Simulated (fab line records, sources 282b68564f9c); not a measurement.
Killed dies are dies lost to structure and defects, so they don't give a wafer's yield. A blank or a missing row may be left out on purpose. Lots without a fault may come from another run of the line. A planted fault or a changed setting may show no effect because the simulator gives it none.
Which tool did it? | flow rit_cmos | 7 lots, 21 wafers sampled, at 2 steps of a route of 202

WHAT THE GAUGES READ, wafer by wafer
RIT_FOX1_THK_MEAS_01.
lot  | measured    | on            | FOX1_OXIDE_THK (nm)
L892 | day 2 04:22 | film_metro-01 | 366 360 366
L894 | day 2 13:08 | film_metro-04 | 352 341 345
L896 | day 2 22:52 | film_metro-04 | 363 356 366
L899 | day 3 13:50 | film_metro-01 | 371 372 363
L902 | day 4 06:05 | film_metro-03 | 355 367 357
L907 | day 5 08:58 | film_metro-01 | 344 351 352
L913 | day 6 12:14 | film_metro-03 | 222 215 215

WHICH TOOL RAN EACH LOT (tool, then ch and the chambers of the sampled wafers, then the start)
lot  | RIT_FOX1_OXIDATION_00
L892 | furnace-02 ch 0, day 2 03:03
L894 | furnace-03 ch 0, day 2 11:49
L896 | furnace-01 ch 0, day 2 21:32
L899 | furnace-02 ch 0, day 3 12:31
L902 | furnace-02 ch 0, day 4 04:46
L907 | furnace-01 ch 0, day 5 07:38
L913 | furnace-01 ch 0, day 6 10:55
- RIT_FOX1_OXIDATION_00: target thk 350.7 nm, ox time 1130 s.

THE ANSWER, worked out from the rows above alone
Rule: what is usual is taken from the lots themselves. Put in order of their means at a reading, lots are off if they are a third of the lots or fewer, leave a main group of 4 or more, and stand apart from it by a gap of 3 or more times the standard deviation of the main group's means; of several such gaps the widest counts. A main group whose means are all the same, to the digits that the tables above print for the reading, isn't used. A lot without any number at a reading at which 4 lots or more have one is off too. The other lots that the step has rows for count as sound.
Off: L913, at RIT_FOX1_THK_MEAS_01 (FOX1_OXIDE_THK). The main group: mean 358 nm, standard deviation 8.1.
A tool fits if, at a process step before that reading, it ran every lot that is off, and no sound lot after the first of them. The gauges at RIT_FOX1_THK_MEAS_01 are tried like those tools. Can't be told from this: 2 tools fit, furnace-01 at RIT_FOX1_OXIDATION_00, film_metro-03 at RIT_FOX1_THK_MEAS_01.

WHAT THE SIMULATOR HAD PUT IN
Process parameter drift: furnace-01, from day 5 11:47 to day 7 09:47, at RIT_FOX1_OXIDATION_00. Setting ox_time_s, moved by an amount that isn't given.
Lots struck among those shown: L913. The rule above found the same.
